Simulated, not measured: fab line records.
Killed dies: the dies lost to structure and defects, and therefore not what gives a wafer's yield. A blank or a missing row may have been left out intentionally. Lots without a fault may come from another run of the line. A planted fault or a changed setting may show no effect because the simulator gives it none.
Problem report, 8D (eight disciplines) form, completed by code :: flow berkeley-cmos170 :: the parts of the form that need people (team, actions taken, sign-off) are left out

== 1. WHAT WENT WRONG ==
Mean WELLDRIVE_OXIDE_THK at UCB170_WELLDRIVE_THK_MEAS_02: 233 nm over 12 wafers in 4 lots; fault-free wafers: 197 nm, standard deviation 4. Measured from the usual mean, that is +9.1 standard deviations.
Seen first at day 6 14:17 on film-metro-02, wafer L649.2. The record holds 48 wafers of 16 lots with a number at this step. Rule for "out" (also "out of limits"): further than 4 standard deviations from the usual mean. Any other wafer with a number is counted as sound.

== 2. WHAT THIS IS AND IS NOT ==
question: which readings at this step
is: WELLDRIVE_OXIDE_THK
is not: -

question: which lots
is: L649, L650, L651, L652
is not: L638, L639, L640, L641, L642, L643, L645, L646, L647, L654, L660, L661

question: which wafers of those lots
is: all that have a number
is not: -

question: read on which gauges
is: film-metro-02, film-metro-03
is not: -

question: when
is: from day 6 14:17
is not: up to then (27 sound wafers); but 9 sound wafers of L654, L660, L661 came after

== 3. SUSPECTS, AND WHAT RULES EACH OUT ==
Counting: a tool at any process step up to the reading remains a suspect when it ran all the lots that are out and ran no sound lot after the first of those.
- the gauge at UCB170_WELLDRIVE_THK_MEAS_02 has been ruled out. 2 gauges (film-metro-02, film-metro-03) read the wafers that are out.
- furnace-04 at UCB170_WELLDRIVE_OXIDATION_01 (target thk 199 nm, ox time 9000 s): kept. Every lot that is out went through it, starting with L649 (day 6 10:47), and after that it ran no sound lot; the last sound lot it ran before then is L645 (day 5 09:58). Out on those wafers are its own readings of spike-tc-centre-C, spike-tc-load-C, spike-tc-source-C, tube-center-temp-C, tube_center_temp_C_max.
The count leaves furnace-04 at UCB170_WELLDRIVE_OXIDATION_01.

== 4. THE CAUSE (what the simulator had put in) ==
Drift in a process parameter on furnace-04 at UCB170_WELLDRIVE_OXIDATION_01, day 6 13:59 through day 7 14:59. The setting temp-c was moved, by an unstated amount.
After counting, this tool was the only one left.

== 5. SEQUENCE OF EFFECTS, ordered by route ==
Each row: a reading whose mean over the struck wafers that have a number lies more than 3 standard deviations from the usual. Scope: only readings with a usual standard deviation given in the record; hours: median across lots of the time from each lot's start at the first step in this table that gives one to its start at this step; sigmas: change in usual standard deviations.
hours: 0
step: UCB170_WELLDRIVE_OXIDATION_01
reading: spike-tc-centre-C
usual: 1102.3 C
on struck wafers: 1134.5
change: +32.2
sigmas: +33

hours: 0
step: UCB170_WELLDRIVE_OXIDATION_01
reading: spike-tc-load-C
usual: 1129.6 C
on struck wafers: 1164.4
change: +34.8
sigmas: +14

hours: 0
step: UCB170_WELLDRIVE_OXIDATION_01
reading: spike-tc-source-C
usual: 1125.7 C
on struck wafers: 1159.2
change: +33.5
sigmas: +19

hours: 0
step: UCB170_WELLDRIVE_OXIDATION_01
reading: tube-center-temp-C
usual: 1100 C
on struck wafers: 1132
change: +32
sigmas: +99 or more

hours: 0
step: UCB170_WELLDRIVE_OXIDATION_01
reading: tube_center_temp_C_max
usual: 1102.8
on struck wafers: 1135.1
change: +32.3
sigmas: +67

hours: 4
step: UCB170_WELLDRIVE_THK_MEAS_02
reading: WELLDRIVE_OXIDE_THK
usual: 197 nm
on struck wafers: 233
change: +36
sigmas: +9.1
Here are the process steps it includes:
- UCB170_WELLDRIVE_OXIDATION_01: target thk 199 nm, ox time 9000 s.
Later measuring or inspecting steps at which every struck wafer that the step has a row for has a number for every such reading, and none has moved that far: UCB170_V2_OVL_MEAS_13.

== 6. HOW IT WOULD HAVE BEEN CAUGHT EARLIER ==
Counted from the fault's start at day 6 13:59, it took 0 hours until the first out-of-limits reading at a measuring or inspecting step in this record, taken at day 6 14:17.
The tool's own readings at UCB170_WELLDRIVE_OXIDATION_01 were out on every struck wafer that the step has a row for (spike-tc-centre-C, spike-tc-load-C, spike-tc-source-C, tube-center-temp-C, tube_center_temp_C_max): an alarm limit on them would have fired on the first of those.
L651, L652, from the lots that are out (4), started UCB170_WELLDRIVE_OXIDATION_01 on furnace-04 later than day 6 14:17. A hold on the tool at that time would have spared those 2.
